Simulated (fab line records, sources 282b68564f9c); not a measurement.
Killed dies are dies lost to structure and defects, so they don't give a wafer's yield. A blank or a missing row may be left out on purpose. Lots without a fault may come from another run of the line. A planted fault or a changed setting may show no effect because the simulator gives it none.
Problem report in the 8D (eight disciplines) form, filled by code | flow rit_cmos | the parts of the form that need people (team, actions taken, sign-off) are left out

1. THE PROBLEM
PWELL_TW at RIT_PWELL_TW_MEAS_10 reads a mean of 1028 on 6 wafers of 2 lots; wafers without a fault read 956 with a standard deviation of 9.7. That is +7.4 standard deviations from the usual mean.
First seen on wafer L579.2, day 5 01:28, on film_metro-03. The record holds 42 wafers of 14 lots with a number at this step. Rule for "out", or "out of limits": more than 4 standard deviations from the usual mean. The other wafers with a number count as sound.

2. WHAT IT IS AND WHAT IT IS NOT
question                    | is                     | is not
which readings at this step | PWELL_TW               | -
which lots                  | L579, L583             | L565, L566, L568, L569, L570, L571, L572, L574, L576, L577, L580, L584
which wafers of those lots  | all that have a number | -
read on which gauges        | film_metro-03          | film_metro-01, film_metro-02
when                        | from day 5 01:28       | up to then (30 sound wafers); but 6 sound wafers of L580, L584 came after

3. SUSPECTS, AND WHAT RULES EACH OUT
Counting: a tool at a process step up to the reading stays a suspect if it ran every lot that is out and no sound lot after the first of them.
- the gauge at RIT_PWELL_TW_MEAS_10: ruled out. All the wafers that are out were read on film_metro-03, but those of them that RIT_PWELL_IMPLANT_08 has rows for are out there too, on other tools.
- implanter-04 at RIT_PWELL_IMPLANT_08: kept. It ran every lot that is out, first L579 (day 5 01:10), and no sound lot after that; its last sound lot up to then is L577 (day 4 12:21). Its own readings are out on those wafers: dose_ions_cm2, faraday_current_uA.
Left after counting: implanter-04 at RIT_PWELL_IMPLANT_08.

4. THE CAUSE (what the simulator had put in)
Process parameter drift: implanter-04, from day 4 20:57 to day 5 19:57, at RIT_PWELL_IMPLANT_08. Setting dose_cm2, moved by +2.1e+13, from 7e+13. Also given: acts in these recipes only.
Counting left only this tool.

5. THE CHAIN OF EFFECTS, in route order
Each row: a reading whose mean over the struck wafers that have a number lies more than 3 standard deviations from the usual. Only readings for which the record gives a usual standard deviation are gone through. hours: the time from each lot's start at the first step in this table that gives one to its start at this step, as a median over the lots. sigmas: the change in usual standard deviations.
hours | step                     | reading            | usual        | on struck wafers | change | sigmas
0     | RIT_PWELL_IMPLANT_08     | dose_ions_cm2      | 7e+13        | 9e+13            | +2e+13 | +99 or more
0     | RIT_PWELL_IMPLANT_08     | faraday_current_uA | 222          | 288              | +66    | +16
0     | RIT_PWELL_TW_MEAS_10     | PWELL_TW           | 956          | 1028             | +72    | +7.4
6     | RIT_WELLDRIVE_RS_MEAS_02 | PWELL_RS           | 429.9 ohm/sq | 365.6            | -64.2  | -58
The process steps in it:
- RIT_PWELL_IMPLANT_08

6. WHAT WOULD HAVE CAUGHT IT SOONER
In this record the first reading out of limits at a measuring or inspecting step was taken at day 5 01:28, 5 hours after the fault began at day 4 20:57.
The tool's own readings at RIT_PWELL_IMPLANT_08 were out on every struck wafer that the step has a row for (dose_ions_cm2, faraday_current_uA): an alarm limit on them would have fired on the first of those.
Of the lots that are out (2), L583 began RIT_PWELL_IMPLANT_08 on implanter-04 after day 5 01:28. A hold on the tool at that time would have spared it.
